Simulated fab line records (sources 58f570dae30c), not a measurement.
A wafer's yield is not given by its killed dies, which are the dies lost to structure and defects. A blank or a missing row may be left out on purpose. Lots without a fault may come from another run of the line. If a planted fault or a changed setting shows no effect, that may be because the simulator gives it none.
Chamber matching + flow berkeleyCmos170 + rieDiel-03 running UCB170_SPACER_ETCHBACK_03: 4 sister chambers
The step etches SiO2 in CHF3/CF4/Ar, stops on Si, target depth 376 nm, time 100 s. 4 wafers are shown with their chamber, then 7 later ones without.

## WAFERS, EACH WITH ITS CHAMBER
| wafer  | chamber | drypumpMotorCurrentA (A) |
|--------|---------|--------------------------|
| L316.1 | 2       | 5.5                      |
| L316.6 | 3       | 5.3                      |
| L320.1 | 0       | 5.8                      |
| L320.4 | 1       | 6.4                      |

## WAFERS MISSING THEIR CHAMBER
| wafer  | drypumpMotorCurrentA (A) |
|--------|--------------------------|
| L320.6 | 5.3                      |
| L324.2 | 6.4                      |
| L324.4 | 5.5                      |
| L324.5 | 6.4                      |
| L328.1 | 5.5                      |
| L328.2 | 5.8                      |
| L328.6 | 6.3                      |

## WHICH CHAMBER EACH ONE RAN IN
| wafer  | from the rows above | in truth |
|--------|---------------------|----------|
| L320.6 | 3                   | 3        |
| L324.2 | 1                   | 1        |
| L324.4 | 2                   | 2        |
| L324.5 | 1                   | 1        |
| L328.1 | 2                   | 2        |
| L328.2 | 0                   | 0        |
| L328.6 | 1                   | 1        |
Correct placement for 7 of the 7. From these rows, 0 cannot be placed. Placed wrongly: 0.
How it was worked out, from the rows above alone: a wafer's distance from a chamber is the root of the sum, over the readings, of the square of ((its reading less the chamber's mean) divided by the reading's scatter). If the next closest chamber is less than 2 further off than the closest, the wafer can't be placed; otherwise it belongs to the closest. Each chamber's mean is taken over the wafers shown for it. The scatter: root of mean squared gap, hidden wafer to nearest shown wafer, with one shown wafer a chamber.
